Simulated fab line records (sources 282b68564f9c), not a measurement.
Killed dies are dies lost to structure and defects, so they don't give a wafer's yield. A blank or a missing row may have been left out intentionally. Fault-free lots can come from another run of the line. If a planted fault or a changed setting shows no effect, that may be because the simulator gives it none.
2 desks, one fault / flow rit_cmos / each desk has only its own numbers; what lay behind them comes last

## FROM THE METROLOGY DESK
Means of the sampled wafers that have a number, per lot and without regard to the tool the lot ran on: this is what the gauges read. The brackets show how far a lot's mean lies from the usual mean; more than 4 standard deviations puts the lot out of limits, marked OUT.
Columns: A = M1_OVL at RIT_M1_OVL_MEAS_10, usual -1.2 nm
lot=L362; first seen here=day 3 21:47; A=-2.4
lot=L365; first seen here=day 4 11:08; A=-1.8
lot=L366; first seen here=day 4 14:13; A=-2.0
lot=L367; first seen here=day 4 19:50; A=-0.6
lot=L368; first seen here=day 5 02:08; A=-1.6
lot=L370; first seen here=day 5 07:56; A=-1.4
lot=L369; first seen here=day 5 08:50; A=0.4
lot=L371; first seen here=day 5 16:31; A=-2.0
lot=L372; first seen here=day 5 20:43; A=-2.7
lot=L374; first seen here=day 6 04:34; A=-2.1
lot=L375; first seen here=day 6 10:55; A=-2.5
lot=L378; first seen here=day 7 01:22; A=239.7 (+99 or more) OUT
lot=L380; first seen here=day 7 10:55; A=-0.7
lot=L381; first seen here=day 7 17:53; A=238.8 (+99 or more) OUT
lot=L382; first seen here=day 7 21:54; A=238.0 (+99 or more) OUT
lot=L383; first seen here=day 8 02:10; A=239.2 (+99 or more) OUT
This desk's result: L378, L381, L382, L383 out of limits, first on L378 (M1_OVL at RIT_M1_OVL_MEAS_10), day 7 01:22. L362, L365, L366, L367, L368, L370, L369, L371, L372, L374, L375, L380 stayed within limits.

## TOOL OWNER'S DESK, iline_stepper-01
The tool's own readings at RIT_M1_EXPOSE_06 (exposes mask M12, target cd 2600 nm): means of the sampled wafers that have a number, for each lot that ran on this tool. The brackets show how far a lot's mean lies from the usual mean; more than 4 standard deviations puts the lot out of limits, marked OUT.
Columns: A = exposure_dose_mJ_cm2 at RIT_M1_EXPOSE_06, usual 249.96
lot=L362; first seen here=day 3 21:14; A=250.10
lot=L366; first seen here=day 4 13:37; A=250.16
lot=L367; first seen here=day 4 19:17; A=249.91
lot=L368; first seen here=day 5 01:31; A=250.42
lot=L369; first seen here=day 5 08:17; A=249.51
lot=L374; first seen here=day 6 04:01; A=249.78
lot=L378; first seen here=day 7 00:51; A=250.23
lot=L381; first seen here=day 7 17:20; A=249.97
lot=L382; first seen here=day 7 21:19; A=249.91
lot=L383; first seen here=day 8 01:39; A=250.08
This desk's verdict: no lot among the 10 shows anything out of limits.

## BROUGHT TOGETHER
Metrology desk: alarm possible at day 7 01:22 on L378, L381, L382, L383.
The desk of the tool owner found nothing out of limits.
On record at the tool owner's desk: L378, L381, L382, L383, within its limits.
Every lot named ran RIT_M1_EXPOSE_06 on iline_stepper-01.

## WHAT HAD BEEN PUT IN BY THE SIMULATOR
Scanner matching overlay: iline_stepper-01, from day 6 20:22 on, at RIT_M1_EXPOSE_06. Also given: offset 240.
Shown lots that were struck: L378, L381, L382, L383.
Delay in hours, fault start to first out-of-limits reading, per desk: metrology desk 5.
